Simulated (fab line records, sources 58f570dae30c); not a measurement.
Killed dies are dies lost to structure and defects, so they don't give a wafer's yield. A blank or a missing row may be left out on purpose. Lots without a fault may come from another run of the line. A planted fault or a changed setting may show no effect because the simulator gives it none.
Which tool did it? | flow berkeley_cmos170 | 7 lots, 21 wafers sampled, at 4 steps of a route of 331

WHAT THE GAUGES READ, wafer by wafer
UCB170_NSD_OVL_MEAS_07.
lot  | measured     | on         | NSD_OVL (nm)
L351 | day 6 20:37  | overlay-01 | -9 -5 -2
L356 | day 7 19:33  | overlay-01 | -5 -2 1
L358 | day 8 09:14  | overlay-02 | 4 -2 -1
L361 | day 9 01:32  | overlay-02 | -2 -21 -5
L365 | day 9 23:15  | overlay-02 | -159 -169 -163
L368 | day 10 05:10 | overlay-02 | -1 6 -9
L370 | day 10 18:02 | overlay-01 | 0 1 -4

WHICH TOOL RAN EACH LOT (tool, then ch and the chambers of the sampled wafers, then the start)
lot  | UCB170_GATE_STRIP_16                 | UCB170_SPACER_CVD_00           | UCB170_NSD_EXPOSE_03
L351 | plasma_asher-01 ch 1, day 6 05:16    | pecvd-03 ch 1,2, day 6 12:19   | krf_scanner-02 ch 0, day 6 20:07
L356 | plasma_asher-04 ch 0,1, day 7 05:52  | pecvd-02 ch 0,1,2, day 7 09:33 | krf_scanner-01 ch 0, day 7 18:19
L358 | plasma_asher-03 ch 0,1, day 7 21:15  | pecvd-02 ch 0,1,2, day 8 01:20 | krf_scanner-01 ch 0, day 8 08:43
L361 | plasma_asher-01 ch 0,1, day 8 11:17  | pecvd-02 ch 0,1, day 8 16:31   | krf_scanner-02 ch 0, day 9 01:02
L365 | plasma_asher-01 ch 0,1, day 9 08:06  | pecvd-02 ch 0,2, day 9 15:48   | krf_scanner-02 ch 0, day 9 22:44
L368 | plasma_asher-01 ch 1, day 9 15:46    | pecvd-03 ch 0,2, day 9 20:22   | krf_scanner-01 ch 0, day 10 04:34
L370 | plasma_asher-04 ch 0,1, day 10 05:13 | pecvd-03 ch 1,2, day 10 10:14  | krf_scanner-01 ch 0, day 10 17:28
- UCB170_GATE_STRIP_16: strips in O2.
- UCB170_SPACER_CVD_00: deposits SiO2 from TEOS/O2, target thk 376 nm, time 47 s.
- UCB170_NSD_EXPOSE_03: exposes mask NSELECT MOD, target cd 1200 nm.

THE ANSWER, worked out from the rows above alone
Rule: what is usual is taken from the lots themselves. Put in order of their means at a reading, lots are off if they are a third of the lots or fewer, leave a main group of 4 or more, and stand apart from it by a gap of 3 or more times the standard deviation of the main group's means; of several such gaps the widest counts. A main group whose means are all the same, to the digits that the tables above print for the reading, isn't used. A lot without any number at a reading at which 4 lots or more have one is off too. The other lots that the step has rows for count as sound.
Off: L365, at UCB170_NSD_OVL_MEAS_07 (NSD_OVL). The main group: mean -3 nm, standard deviation 3.3.
A tool fits if, at a process step before that reading, it ran every lot that is off, and no sound lot after the first of them. The gauges at UCB170_NSD_OVL_MEAS_07 are tried like those tools. Can't be told from this: 2 tools fit, pecvd-02 at UCB170_SPACER_CVD_00, krf_scanner-02 at UCB170_NSD_EXPOSE_03.

WHAT THE SIMULATOR HAD PUT IN
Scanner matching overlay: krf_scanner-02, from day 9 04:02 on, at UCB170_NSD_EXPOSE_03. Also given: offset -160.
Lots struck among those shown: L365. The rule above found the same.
